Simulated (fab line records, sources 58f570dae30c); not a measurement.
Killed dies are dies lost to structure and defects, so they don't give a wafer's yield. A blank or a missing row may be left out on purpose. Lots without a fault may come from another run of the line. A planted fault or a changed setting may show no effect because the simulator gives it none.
Split-lot experiment | flow berkeley_cmos170 | 5 lots, 23 wafers read, on a route of 331 steps

THE SPLIT
At UCB170_ACTIVE_OXIDATION_02 (target thk 26.4 nm, ox time 1260 s), the setting temp_c was moved away from the recipe's 1000 C on 5 of the 23 wafers read, by -2.6%. The other wafers ran this setting at the recipe's value.

The file shows no step between the split and the reading.

THE READING
ACTIVE_OXIDE_THK, in nm, at UCB170_ACTIVE_THK_MEAS_03. Fault-free wafers of this fab line usually give 26.1 nm, standard deviation 0.34 nm.

wafer  | tool, chamber at the split | temp_c as run, C | against the recipe | ACTIVE_OXIDE_THK, nm | against lot-mates on the recipe
L076.1 | -, -                       | 973.6            | -2.6%              | 20.0                 | no lot-mate on the recipe
L076.2 | -, -                       | 973.6            | -2.6%              | 20.3                 | no lot-mate on the recipe
L076.3 | -, -                       | 973.6            | -2.6%              | 20.6                 | no lot-mate on the recipe
L076.4 | -, -                       | 973.6            | -2.6%              | 20.2                 | no lot-mate on the recipe
L076.5 | -, -                       | 973.6            | -2.6%              | 20.6                 | no lot-mate on the recipe
L080.2 | furnace-04, 0              | 1000             | recipe             | 25.7                 | -
L080.3 | furnace-04, 0              | 1000             | recipe             | 25.9                 | -
L080.6 | furnace-04, 0              | 1000             | recipe             | 25.6                 | -
L081.1 | -, -                       | 1000             | recipe             | 26.8                 | -
L081.3 | -, -                       | 1000             | recipe             | 26.5                 | -
L081.4 | -, -                       | 1000             | recipe             | 26.0                 | -
L081.5 | -, -                       | 1000             | recipe             | 26.2                 | -
L081.6 | -, -                       | 1000             | recipe             | 26.1                 | -
L084.1 | -, -                       | 1000             | recipe             | 26.2                 | -
L084.2 | -, -                       | 1000             | recipe             | 26.7                 | -
L084.3 | -, -                       | 1000             | recipe             | 26.4                 | -
L084.4 | -, -                       | 1000             | recipe             | 26.5                 | -
L084.6 | -, -                       | 1000             | recipe             | 26.0                 | -
L085.1 | -, -                       | 1000             | recipe             | 26.1                 | -
L085.2 | -, -                       | 1000             | recipe             | 25.7                 | -
L085.3 | -, -                       | 1000             | recipe             | 25.9                 | -
L085.4 | -, -                       | 1000             | recipe             | 25.7                 | -
L085.6 | -, -                       | 1000             | recipe             | 25.8                 | -

THE FIT
A straight line over all 23 wafers: ACTIVE_OXIDE_THK changes by +2.18 nm for each +1% of temp_c; r = +0.99; the points scatter about the line by 0.34 nm.
Too few moved wafers have a lot-mate on the recipe to fit a line with each lot's own level taken away.

THE WHOLE CHAIN: every reading that the file lists as answering this split, in the file's order
step                       | what it does                                                               | reading                                                                             | change (the file's fit)              | r (the file's)
UCB170_ACTIVE_OXIDATION_02 | target thk 26.4 nm, ox time 1260 s                                         | SiO2_of_ACTIVE_OXIDATION_02.thk_nm (the simulator's own value, which no gauge read) | +2.19 nm for each +1% of the setting | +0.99
UCB170_ACTIVE_THK_MEAS_03  |                                                                            | ACTIVE_OXIDE_THK                                                                    | +2.19 for each +1% of the setting    | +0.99
UCB170_ACTIVE_ETCH_15      | etches Si3N4 in CH3F/Ar/O2, stops on SiO2, target depth 242 nm, time 151 s | SiO2_of_ACTIVE_OXIDATION_02.thk_nm (the simulator's own value, which no gauge read) | +2.27 nm for each +1% of the setting | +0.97

THE FILE'S OWN FIT
ACTIVE_OXIDE_THK changes by +2.19 nm for each +1% of temp_c, r = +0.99.
